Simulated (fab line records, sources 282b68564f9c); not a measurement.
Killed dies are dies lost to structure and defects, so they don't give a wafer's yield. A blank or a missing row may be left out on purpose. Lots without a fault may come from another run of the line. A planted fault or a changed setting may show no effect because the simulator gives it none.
A struck lot beside a sound one | flow rit_cmos | 23 steps out of a route of 202
Sound: wafers L119.2, L119.4, L119.5. Struck: wafers L117.2, L117.4, L117.5. The cause comes at the end.
At each step with rows: each side's tool, then ch and its chambers, then its first start. Under that, the readings that differ: sound wafers | struck wafers | difference of the means | sigmas: that difference in standard deviations of wafers without a fault.
alike: readings whose means differ by less than 2 such deviations, and words and numbers that are the same on both sides. not compared: withheld readings, readings that some wafer has no value for, bounds like >300 that may hide the same value, and numbers for which the record gives no deviation and whose values overlap.
The two part at a step that has a row with sigmas, a row that says differs or no value, or rows on one side only. Numbers that don't overlap but have no deviation are shown without sigmas and don't part them. A reading that every wafer of one side lacks parts them only if that side has two wafers or more.

RIT_SDANNEAL_RS_MEAS_06: measures by four-point-probe.
  sound on film_metro-03, day 4 22:20; struck on film_metro-03, day 4 14:13
  alike: PLDD_RS
RIT_SDANNEAL_RS_MEAS_07: measures by four-point-probe.
  sound on film_metro-03, day 4 22:27; struck on film_metro-03, day 4 14:20
  alike: NLDD_RS
then, 1 step without rows for these wafers: RIT_SILICIDE_WET_ETCH_00 (etches SiO2 in BOE, target depth 14 nm, time 15 s).
RIT_SILICIDE_SPUTTER_01: material Ti, target thk 30 nm, time 240 s.
  sound on pvd_sputter-01, day 4 22:34; struck on pvd_sputter-04, day 4 14:28
  alike: cathode_dc_power_W, throttle_valve_pct
RIT_SILICIDE_RS_MEAS_02: measures by four-point-probe.
  sound on film_metro-04, day 4 22:44; struck on film_metro-02, day 4 14:38
  alike: SILICIDE_TI_RS
RIT_SILICIDE_THK_MEAS_03: measures by xrf.
  sound on film_metro-04, day 4 22:51; struck on film_metro-02, day 4 14:44
  alike: SILICIDE_TI_THK
RIT_SILICIDE_RTA_04: time 10 s, ramp up 5 s, ramp down 5 s.
  sound on rtp_anneal-01 ch 0, day 4 22:55; struck on rtp_anneal-01 ch 0, day 4 14:48
  alike: wafer_temp_C_max
then, 1 step without rows for these wafers: RIT_SILICIDE_WET_ETCH_05 (etches Ti in SPM, time 120 s).
RIT_SILICIDE_RTA_06: time 10 s, ramp up 5 s, ramp down 10 s.
  sound on rtp_anneal-02 ch 0, day 4 23:01; struck on rtp_anneal-02 ch 0, day 4 14:55
  alike: wafer_temp_C_max
RIT_CONTACT_CVD_00: deposits SiO2 from TEOS, target thk 400 nm, time 61 s.
  sound on pecvd-02 ch 0,1,2, day 4 23:04; struck on pecvd-02 ch 1,2, day 4 14:58
  alike: heater_power_w
RIT_CONTACT_THK_MEAS_01:
  sound on film_metro-02, day 4 23:08; struck on film_metro-04, day 4 15:01
  alike: CONTACT_TEOS_THK
then, 1 step without rows for these wafers: RIT_CONTACT_HMDS_02 (prime time 60 s).
RIT_CONTACT_COAT_03: resist thk 1000 nm.
  sound on litho_track-04 ch 0, day 4 23:22; struck on litho_track-02 ch 0, day 4 15:15
  reading                                      | sound                | struck               | difference | sigmas
  spin_speed_rpm (rpm)                         | 3249.3 3253.5 3248.6 | 3767.0 3771.0 3769.8 | +518.8     | +99 or more
  model.NOVOLAK_of_CONTACT_COAT_03.thk_nm (nm) | 998.4 1000 995.3     | 928.4 927.2 926.7    | -70.5      |
then, 4 steps without rows for these wafers: RIT_CONTACT_SOFTBAKE_04 (time 60 s); RIT_CONTACT_EXPOSE_05 (exposes mask M11, target cd 1000 nm); RIT_CONTACT_PEB_06; RIT_CONTACT_DEVELOP_07 (develop time 120 s).
RIT_CONTACT_CD_MEAS_08: target cd 1000 nm.
  sound on cd_sem-02, day 5 00:10; struck on cd_sem-02, day 4 16:11
  reading    | sound             | struck               | difference | sigmas
  cd_nm (nm) | 997.1 997.5 998.4 | 1009.9 1010.1 1008.4 | +11.8      | +5
RIT_CONTACT_OVL_MEAS_09:
  sound on overlay-02, day 5 00:17; struck on overlay-01, day 4 16:17
  alike: CONTACT_OVL
then, 1 step without rows for these wafers: RIT_CONTACT_HARDBAKE_10 (time 60 s).
RIT_CONTACT_ETCH_11: etches SiO2 in CHF3/CF4/Ar, stops on TiSi2, target depth 480 nm, time 320 s.
  sound on rie_diel-03 ch 2,3, day 5 00:28; struck on rie_diel-02 ch 1,2,3, day 4 16:28
  reading                                      | sound             | struck            | difference | sigmas
  model.NOVOLAK_of_CONTACT_COAT_03.thk_nm (nm) | 766 768.3 763     | 707.7 703.9 703.4 | -60.8      |
  model.CONTACT.cd_nm (nm)                     | 996.9 997.5 998.5 | 1010 1010 1009    | +12        |
  alike: drypump_motor_current_A, oes_product_au, throttle_valve_pct
  not compared: rf_hours_counter_h
RIT_CONTACT_STRIP_12: strips in O2, time 180 s.
  sound on plasma_asher-04 ch 1, day 5 00:39; struck on plasma_asher-04 ch 0,1, day 4 16:40
  alike: drypump_motor_current_A
  not compared: rf_hours_counter_h
then, 1 step without rows for these wafers: RIT_M1_PROBE_99.

WHERE THEY PART
First at RIT_CONTACT_COAT_03; last, within this record, at RIT_CONTACT_CD_MEAS_08. Later steps at which nothing parts them and some readings are alike: RIT_CONTACT_OVL_MEAS_09, RIT_CONTACT_ETCH_11, RIT_CONTACT_STRIP_12.

WHY: what the simulator had put in
Process parameter drift: litho_track-02, from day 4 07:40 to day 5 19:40, at RIT_CONTACT_COAT_03. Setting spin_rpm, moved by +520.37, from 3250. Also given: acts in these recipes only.
